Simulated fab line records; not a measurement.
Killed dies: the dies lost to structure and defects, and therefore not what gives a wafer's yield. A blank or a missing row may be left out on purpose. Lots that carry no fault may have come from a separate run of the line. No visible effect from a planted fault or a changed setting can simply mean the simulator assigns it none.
Which of the tools did it?	flow rit cmos	14 lots with 42 wafers sampled at 5 steps, on a route of 202 steps

WHAT THE GAUGES READ, wafer by wafer
RIT_ACTIVE_THK_MEAS_02. Usual: ACTIVE_OXIDE_THK gives 50.1 nm (standard deviation 0.85).
lot	measured	on	ACTIVE_OXIDE_THK (nm)	flag
L611	day 1 13:40	film metro-01	48.9 49.8 49.7	
L612	day 1 17:03	film metro-03	49.5 49.5 50.1	
L614	day 2 03:15	film metro-01	48.6 49.2 50.1	
L615	day 2 08:47	film metro-01	51.3 50.8 51.4	
L617	day 2 19:26	film metro-01	50.3 51.5 50.2	
L619	day 3 04:04	film metro-01	50.2 50.3 49.3	
L620	day 3 09:20	film metro-01	50.7 50.9 50.8	
L621	day 3 14:13	film metro-04	49.7 49.5 49.2	
L623	day 4 01:07	film metro-04	51.0 51.1 51.3	
L627	day 4 20:13	film metro-04	32.0 31.4 32.0	OFF
L628	day 5 01:04	film metro-03	31.9 31.9 31.3	OFF
L632	day 5 21:04	film metro-01	50.3 50.8 51.8	
L633	day 6 04:09	film metro-04	50.5 49.2 50.0	
L634	day 6 07:05	film metro-04	50.3 49.7 49.3	

RIT_NWELL_OVL_MEAS_06. Usual: NWELL_OVL gives 0.9 nm (standard deviation 1.5).
lot	measured	on	NWELL_OVL (nm)	flag
L611	day 1 22:34	overlay-01	-2.2 -2.4 -3.4	
L612	day 2 02:11	overlay-02	1.3 0.4 0.9	
L614	day 2 13:08	overlay-01	0.8 0.2 -0.3	
L615	day 2 17:47	overlay-01	2.2 1.4 1.7	
L617	day 3 03:52	overlay-02	0.9 1.0 0.4	
L619	day 3 13:59	overlay-01	-1.6 1.1 0.6	
L620	day 3 20:06	overlay-01	2.8 2.2 2.2	
L621	day 4 04:57	overlay-01	-2.1 -0.9 -0.2	
L623	day 4 09:27	overlay-01	-0.1 2.6 0.2	
L627	day 5 05:52	overlay-02	3.6 3.0 2.4	
L628	day 5 12:12	overlay-02	1.8 1.0 2.2	
L632	day 6 07:52	overlay-01	-2.4 -0.5 -2.5	
L633	day 6 12:32	overlay-01	-0.2 1.2 0.9	
L634	day 6 16:16	overlay-01	1.3 0.5 -1.5	

RIT_PLDD_OVL_MEAS_06. Usual: PLDD_OVL gives 0.0 nm (standard deviation 1.2).
lot	measured	on	PLDD_OVL (nm)	flag
L611	day 3 00:02	overlay-01	0.3 1.8 0.9	
L612	day 3 00:17	overlay-02	-0.9 -1.2 -1.4	
L614	day 3 11:40	overlay-02	0.2 -0.6 0.3	
L615	day 3 16:41	overlay-01	0.7 0.3 0.0	
L617	day 4 04:01	overlay-02	-0.2 -1.8 -0.2	
L619	day 4 15:01	overlay-02	0.8 0.6 1.6	
L620	day 4 20:47	overlay-01	0.0 0.3 0.9	
L621	day 5 05:02	overlay-02	1.8 2.6 2.7	
L623	day 5 10:22	overlay-02	0.6 -0.2 -0.3	
L627	day 6 04:41	overlay-02	1.3 2.7 1.1	
L628	day 6 14:11	overlay-02	0.2 -0.3 1.2	
L632	day 7 08:51	overlay-02	0.8 0.3 0.6	
L633	day 7 11:43	overlay-01	-0.4 -2.1 -1.9	
L634	day 7 17:08	overlay-02	0.5 0.5 1.5	

RIT_NSD_OVL_MEAS_06. Usual: NSD_OVL gives -0.2 nm (standard deviation 1.3).
lot	measured	on	NSD_OVL (nm)	flag
L611	day 3 03:57	overlay-02	-2.5 -1.2 -1.2	
L612	day 3 06:21	overlay-02	-1.0 -0.9 -0.9	
L614	day 3 15:42	overlay-01	-1.5 -1.4 -0.3	
L615	day 3 21:33	overlay-02	1.3 0.6 -0.3	
L617	day 4 07:56	overlay-01	0.9 0.8 0.2	
L619	day 4 19:05	overlay-01	1.3 0.9 0.3	
L620	day 5 00:50	overlay-02	0.1 1.2 1.9	
L621	day 5 09:06	overlay-01	0.2 -1.3 -2.3	
L623	day 5 16:04	overlay-01	-2.2 -0.9 0.0	
L627	day 6 08:55	overlay-02	-1.5 -2.3 -2.0	
L628	day 6 18:13	overlay-02	-0.2 1.2 -0.2	
L632	day 7 13:53	overlay-01	1.3 2.2 0.6	
L633	day 7 15:49	overlay-02	-0.6 -1.5 -0.3	
L634	day 7 21:17	overlay-02	-1.6 -2.2 -2.7	

TOOL THAT RAN EACH LOT (tool first, then ch and the chambers of the sampled wafers, then the start)
lot	RIT_ACTIVE_OXIDATION_01
L611	furnace-04 ch 0, day 1 11:44
L612	furnace-01 ch 0, day 1 15:07
L614	furnace-01 ch 0, day 2 01:18
L615	furnace-03 ch 0, day 2 06:52
L617	furnace-03 ch 0, day 2 17:30
L619	furnace-03 ch 0, day 3 02:07
L620	furnace-03 ch 0, day 3 07:25
L621	furnace-03 ch 0, day 3 12:16
L623	furnace-01 ch 0, day 3 23:10
L627	furnace-01 ch 0, day 4 18:17
L628	furnace-01 ch 0, day 4 23:07
L632	furnace-03 ch 0, day 5 19:07
L633	furnace-03 ch 0, day 6 02:13
L634	furnace-04 ch 0, day 6 05:07
- RIT_ACTIVE_OXIDATION_01: target thk 46.8 nm, ox time 3360 s.

AS READ BY THE TOOLS THEMSELVES (means over the sampled wafers that have a number; for cases with no such wafer, the mark the record gives instead)
RIT_ACTIVE_OXIDATION_01. Usual: zone power source pct 34.8 %, standard deviation 2.3.
lot	tool	zone power source pct (%)	flag
L611	furnace-04	38.7	
L612	furnace-01	35.3	
L614	furnace-01	35.4	
L615	furnace-03	32.5	
L617	furnace-03	32.6	
L619	furnace-03	32.4	
L620	furnace-03	32.8	
L621	furnace-03	32.7	
L623	furnace-01	35.6	
L627	furnace-01	35.6	
L628	furnace-01	35.5	
L632	furnace-03	32.6	
L633	furnace-03	32.3	
L634	furnace-04	38.4	

THE ANSWER, worked out from the rows above alone
Rule: take the mean of a lot's wafers that have a number; if it is more than 3 standard deviations from the usual mean, the lot is off. Also off: a lot with no number at a reading for which 4 or more lots have one. All remaining lots with rows at the step are treated as sound. First the gauges in route order, then the tools' own readings, where a lot's mean is used as printed above. The first step at which some lot is off is used, and at that step the reading that is off furthest; a lot without a number counts as furthest.
Off: L627, L628, at RIT_ACTIVE_THK_MEAS_02 (ACTIVE_OXIDE_THK).
If a tool, at a process step before that reading, ran all the lots that are off and no sound lot after the first of them, it fits. Gauges at RIT_ACTIVE_THK_MEAS_02: tried the same way as those tools. One fits: RIT_ACTIVE_OXIDATION_01 on furnace-01. Its last sound lot is L623 (day 3 23:10), its first lot that is off L627 (day 4 18:17): a fault that began between those two fits.

WHAT THE SIMULATOR PUT IN
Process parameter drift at RIT_ACTIVE_OXIDATION_01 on furnace-01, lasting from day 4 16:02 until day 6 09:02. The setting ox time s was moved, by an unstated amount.
Shown lots that were struck: L627, L628. The same result came from the rule above.
